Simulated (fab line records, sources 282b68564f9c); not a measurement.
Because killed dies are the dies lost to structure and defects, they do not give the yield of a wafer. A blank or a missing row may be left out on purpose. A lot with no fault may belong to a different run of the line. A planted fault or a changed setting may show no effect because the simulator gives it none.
The same fault as seen by 2 desks ; flow rit_cmos ; numbers are kept per desk, each desk with only its own; the story behind them comes last

## THE TOOL OWNER'S DESK: implanter-02
The tool's own readings at RIT_NRETRO_IMPLANT_08: means of the sampled wafers that have a number, for each lot that ran on this tool. Any lot whose mean is over 4 standard deviations away from the usual mean is out of limits and marked OUT; that distance is given in the brackets.
Columns: A = dose_ions_cm2 at RIT_NRETRO_IMPLANT_08, usual 1.0001e+13; B = faraday_current_uA at RIT_NRETRO_IMPLANT_08, usual 31.8
lot;first seen here;A;B
L382;day 2 05:07;1.0008e+13;31.1
L392;day 4 08:20;1.0009e+13;32.0
L393;day 4 12:52;1.0012e+13;32.3
L394;day 4 17:25;5.4963e+12 (-99 or more) OUT;17.6 (-25) OUT
L395;day 4 22:41;5.4843e+12 (-99 or more) OUT;17.9 (-24) OUT
Finding of this desk: L394, L395 out of limits; the first was L394 at day 4 17:25, on dose_ions_cm2 at RIT_NRETRO_IMPLANT_08. In limits: L382, L392, L393.

## AT THE METROLOGY DESK
What the gauges read, lot by lot, whatever tool the lot ran on: means of the sampled wafers that have a number. Any lot whose mean is over 4 standard deviations away from the usual mean is out of limits and marked OUT; that distance is given in the brackets.
Columns: A = NRETRO_TW at RIT_NRETRO_TW_MEAS_10, usual 1055; B = NSD_OVL at RIT_NSD_OVL_MEAS_06, usual -0.7 nm; C = cd_nm at RIT_CONTACT_CD_MEAS_90, usual 999.2 nm
lot;first seen here;A;B;C
L382;day 2 05:25;1048;-2.8;999.5
L383;day 2 11:37;1062;1.4;997.8
L384;day 2 16:16;1059;0.8;998.9
L387;day 3 06:28;1057;-2.7;1000.4
L388;day 3 11:57;1069;-3.0;996.5
L389;day 3 16:26;1053;-1.0;1001.4
L390;day 3 22:05;1068;0.8;998.9
L392;day 4 08:40;1053;3.2;1001.3
L393;day 4 13:12;1052;-0.6;999.2
L394;day 4 17:44;868 (-25) OUT;0.9;1002.1
L395;day 4 23:00;871 (-25) OUT;-2.6;996.0
L402;day 6 09:43;1052;-0.4;1000.3
L403;day 6 15:52;1061;-0.2;999.2
L405;day 7 02:06;1064;-2.6;1000.1
Finding of this desk: L394, L395 out of limits, first seen on L394 at day 4 17:44 (NRETRO_TW at RIT_NRETRO_TW_MEAS_10). In limits: L382, L383, L384, L387, L388, L389, L390, L392, L393, L402, L403, L405.

## PUT TOGETHER
The tool owner's desk could have raised an alarm at day 4 17:25, on L394, L395.
At day 4 17:44 the metrology desk could have sounded an alarm, on L394, L395.
RIT_NRETRO_IMPLANT_08 was run on implanter-02 by each of the lots named.

## WHAT THE SIMULATOR HAD PUT IN
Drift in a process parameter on implanter-02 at RIT_NRETRO_IMPLANT_08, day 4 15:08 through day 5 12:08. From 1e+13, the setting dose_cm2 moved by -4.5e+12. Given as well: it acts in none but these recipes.
Struck lots among those shown: L394, L395.
Delay (hours) between the fault's onset and each desk's first out-of-limits reading: 2 at the tool owner's desk, 3 at the metrology desk.
